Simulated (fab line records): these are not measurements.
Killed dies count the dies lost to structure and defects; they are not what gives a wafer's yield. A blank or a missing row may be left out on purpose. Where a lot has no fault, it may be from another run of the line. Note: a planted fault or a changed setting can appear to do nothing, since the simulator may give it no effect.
Which tool was responsible? + flow berkeley_cmos170 + Sampling: 14 lots, 42 wafers, 6 of 331 route steps

## WHAT EACH GAUGE READ, for each wafer
UCB170_SACOX_THK_MEAS_02.
| lot  | measured    | on            | SACOX_OXIDE_THK (nm) |
|------|-------------|---------------|----------------------|
| L584 | day 5 03:41 | film_metro-04 | 14.20 14.08 14.24    |
| L585 | day 5 03:42 | film_metro-02 | 14.31 14.31 14.43    |
| L586 | day 5 11:29 | film_metro-01 | 14.47 14.46 14.42    |
| L587 | day 5 11:29 | film_metro-02 | 14.39 14.61 14.32    |
| L589 | day 5 18:45 | film_metro-04 | 14.43 14.53 14.82    |
| L590 | day 5 18:45 | film_metro-01 | 14.67 14.61 14.57    |
| L588 | day 5 18:46 | film_metro-02 | 14.36 14.17 14.23    |
| L593 | day 6 10:53 | film_metro-04 | 14.59 14.74 14.63    |
| L595 | day 6 20:08 | film_metro-01 | 14.62 14.39 14.39    |
| L600 | day 8 03:08 | film_metro-04 | 14.70 14.67 14.27    |
| L601 | day 8 11:05 | film_metro-01 | 14.46 14.78 14.57    |
| L602 | day 8 17:54 | film_metro-04 | 14.53 14.51 14.60    |
| L604 | day 9 05:41 | film_metro-02 | 14.44 14.69 14.44    |
| L606 | day 9 11:54 | film_metro-04 | 14.31 14.16 14.40    |

UCB170_NVT_TW_MEAS_09.
| lot  | measured    | on            | NVT_TW      |
|------|-------------|---------------|-------------|
| L584 | day 5 11:55 | film_metro-02 | 523 526 522 |
| L585 | day 5 11:42 | film_metro-04 | 527 525 529 |
| L586 | day 5 18:46 | film_metro-03 | 519 518 521 |
| L587 | day 5 18:56 | film_metro-04 | 526 524 529 |
| L589 | day 6 02:28 | film_metro-03 | 519 522 523 |
| L590 | day 6 02:14 | film_metro-02 | 524 522 523 |
| L588 | day 6 02:08 | film_metro-04 | 526 527 525 |
| L593 | day 6 20:24 | film_metro-03 | 520 520 519 |
| L595 | day 7 11:19 | film_metro-04 | 532 529 531 |
| L600 | day 8 14:17 | film_metro-03 | 518 518 516 |
| L601 | day 8 18:28 | film_metro-02 | 526 524 523 |
| L602 | day 9 04:10 | film_metro-04 | 526 530 531 |
| L604 | day 9 15:45 | film_metro-03 | 523 521 520 |
| L606 | day 9 22:07 | film_metro-03 | 519 517 517 |

UCB170_PVT_OVL_MEAS_06.
| lot  | measured    | on         | PVT_OVL (nm) |
|------|-------------|------------|--------------|
| L584 | day 5 13:37 | overlay-02 | 1 1 -9       |
| L585 | day 5 13:21 | overlay-01 | 3 -1 4       |
| L586 | day 5 21:33 | overlay-01 | -3 -2 -5     |
| L587 | day 5 21:26 | overlay-02 | 0 -1 5       |
| L589 | day 6 05:05 | overlay-02 | 5 2 7        |
| L590 | day 6 05:05 | overlay-01 | -4 2 6       |
| L588 | day 6 04:32 | overlay-01 | 2 -1 1       |
| L593 | day 6 21:49 | overlay-02 | 4 3 0        |
| L595 | day 7 12:44 | overlay-01 | 3 -4 3       |
| L600 | day 8 16:02 | overlay-02 | 4 10 -4      |
| L601 | day 8 19:37 | overlay-01 | -7 1 -3      |
| L602 | day 9 05:23 | overlay-01 | 7 0 3        |
| L604 | day 9 17:15 | overlay-01 | 7 10 9       |
| L606 | day 9 23:20 | overlay-02 | 3 3 4        |

UCB170_PLDD_TW_MEAS_11.
| lot  | measured     | on            | PLDD_TW        |
|------|--------------|---------------|----------------|
| L584 | day 6 05:22  | film_metro-03 | 1003 1004 996  |
| L585 | day 6 05:14  | film_metro-03 | 996 1000 1003  |
| L586 | day 6 08:50  | film_metro-01 | 1014 1010 1014 |
| L587 | day 6 08:13  | film_metro-03 | 1000 1004 1002 |
| L589 | day 6 17:49  | film_metro-04 | 1012 1012 1021 |
| L590 | day 6 17:53  | film_metro-04 | 1022 1016 1018 |
| L588 | day 6 17:20  | film_metro-01 | 1012 1009 1017 |
| L593 | day 7 17:28  | film_metro-01 | 1007 1005 1004 |
| L595 | day 8 05:03  | film_metro-03 | 941 938 941    |
| L600 | day 9 07:58  | film_metro-03 | 948 944 944    |
| L601 | day 9 12:47  | film_metro-01 | 1011 1007 1001 |
| L602 | day 9 20:49  | film_metro-04 | 1018 1014 1013 |
| L604 | day 10 07:44 | film_metro-01 | 1016 1011 1015 |
| L606 | day 10 12:20 | film_metro-03 | 993 996 997    |

UCB170_SDANNEAL_RS_MEAS_04: uses a four-point probe to measure.
| lot  | measured     | on            | PLDD_RS (ohm/sq)     |
|------|--------------|---------------|----------------------|
| L584 | day 6 18:17  | film_metro-04 | 1026.5 1031.1 1028.9 |
| L585 | day 6 17:54  | film_metro-01 | 1031.3 1031.6 1029.4 |
| L586 | day 6 20:27  | film_metro-01 | 1031.2 1031.4 1027.5 |
| L587 | day 6 21:13  | film_metro-04 | 1028.9 1026.2 1028.2 |
| L589 | day 7 07:52  | film_metro-03 | 1031.4 1031.2 1031.9 |
| L590 | day 7 08:23  | film_metro-04 | 1031.9 1027.2 1030.0 |
| L588 | day 7 08:11  | film_metro-01 | 1029.9 1029.6 1026.4 |
| L593 | day 8 05:36  | film_metro-03 | 1028.7 1028.7 1032.0 |
| L595 | day 8 15:28  | film_metro-03 | 1183.3 1186.3 1189.3 |
| L600 | day 9 19:35  | film_metro-04 | 1194.7 1191.8 1193.6 |
| L601 | day 9 22:57  | film_metro-01 | 1031.2 1030.9 1031.6 |
| L602 | day 10 08:41 | film_metro-04 | 1035.6 1037.2 1037.0 |
| L604 | day 10 19:29 | film_metro-01 | 1026.3 1026.4 1026.4 |
| L606 | day 10 23:24 | film_metro-01 | 1029.6 1029.2 1030.2 |

## WHICH TOOL RAN EACH LOT (tool, then ch and the chambers of the sampled wafers, then the start)
| lot  | UCB170_PLDD_IMPLANT_08          |
|------|---------------------------------|
| L584 | implanter-04 ch 0, day 6 04:58  |
| L585 | implanter-03 ch 0, day 6 04:44  |
| L586 | implanter-01 ch 0, day 6 08:08  |
| L587 | implanter-04 ch 0, day 6 07:49  |
| L589 | implanter-03 ch 0, day 6 17:25  |
| L590 | implanter-01 ch 0, day 6 17:08  |
| L588 | implanter-03 ch 0, day 6 16:57  |
| L593 | implanter-04 ch 0, day 7 17:05  |
| L595 | implanter-01 ch 0, day 8 04:39  |
| L600 | implanter-01 ch 0, day 9 07:35  |
| L601 | implanter-03 ch 0, day 9 12:23  |
| L602 | implanter-03 ch 0, day 9 20:26  |
| L604 | implanter-03 ch 0, day 10 07:19 |
| L606 | implanter-03 ch 0, day 10 11:56 |
- UCB170_PLDD_IMPLANT_08

## WHAT THE TOOLS THEMSELVES READ (means of the sampled wafers that have a number; where no wafer has one, the mark that the record gives instead)
UCB170_PLDD_IMPLANT_08.
| lot  | tool         | dose_ions_cm2 | end_station_pressure_torr (Torr) | faraday_current_uA |
|------|--------------|---------------|----------------------------------|--------------------|
| L584 | implanter-04 | 5e+13         | 5.36e-06                         | 159                |
| L585 | implanter-03 | 5e+13         | 5.16e-06                         | 159                |
| L586 | implanter-01 | 5e+13         | 5.24e-06                         | 156                |
| L587 | implanter-04 | 5e+13         | 5.35e-06                         | 160                |
| L589 | implanter-03 | 5e+13         | 4.73e-06                         | 157                |
| L590 | implanter-01 | 5e+13         | 4.83e-06                         | 157                |
| L588 | implanter-03 | 5e+13         | 5.24e-06                         | 157                |
| L593 | implanter-04 | 5e+13         | 5.18e-06                         | 160                |
| L595 | implanter-01 | 3e+13         | 5.21e-06                         | 106                |
| L600 | implanter-01 | 3e+13         | 4.96e-06                         | 106                |
| L601 | implanter-03 | 5e+13         | 5.02e-06                         | 162                |
| L602 | implanter-03 | 5e+13         | 4.86e-06                         | 159                |
| L604 | implanter-03 | 5e+13         | 5.18e-06                         | 157                |
| L606 | implanter-03 | 5e+13         | 4.89e-06                         | 161                |

## THE ANSWER, worked out from the rows above alone
Rule: usual is defined by the lots themselves. The widest of any qualifying gaps counts: lots, ordered by their means at a reading, are off when they make up no more than a third of the lots, leave a main group of 4 or more, and stand apart from it by 3 or more times the standard deviation of that group's means. Not used: any main group whose means are identical at the precision the tables above print for the reading. A lot without any number at a reading at which 4 lots or more have one is off too. Any other lot the step has rows for is counted as sound. After the gauges, taken in route order, come the tools' own readings; for these a lot's mean is taken, as printed above. At the first step where some lot is off, the reading lying furthest off is the one used; lots without a number count as furthest.
Off: L595, L600, at UCB170_PLDD_TW_MEAS_11 (PLDD_TW). The main group: mean 1008, standard deviation 7.2.
If a tool, at a process step before that reading, ran all the lots that are off and no sound lot after the first of them, it fits. The gauges at UCB170_PLDD_TW_MEAS_11 aren't tried: what is off there is off at UCB170_PLDD_IMPLANT_08 too, on other tools, and a gauge's error can't cause that. One fits: UCB170_PLDD_IMPLANT_08 on implanter-01. Its last sound lot is L590 (day 6 17:08), its first lot that is off L595 (day 8 04:39): a fault that began between those two fits.
The tool's own readings at UCB170_PLDD_IMPLANT_08 bear it out: on the lots that are off they differ by more than 5 times the standard deviation of the sound lots' means. dose_ions_cm2 reads 3e+13 there against 5e+13 on the sound lots; faraday_current_uA reads 106 there against 159 on the sound lots.

## WHAT THE SIMULATOR HAD PUT IN
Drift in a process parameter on implanter-01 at UCB170_PLDD_IMPLANT_08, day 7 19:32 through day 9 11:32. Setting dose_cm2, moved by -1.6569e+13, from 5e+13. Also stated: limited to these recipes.
Struck lots among those shown: L595, L600. The rule given above showed the same thing.
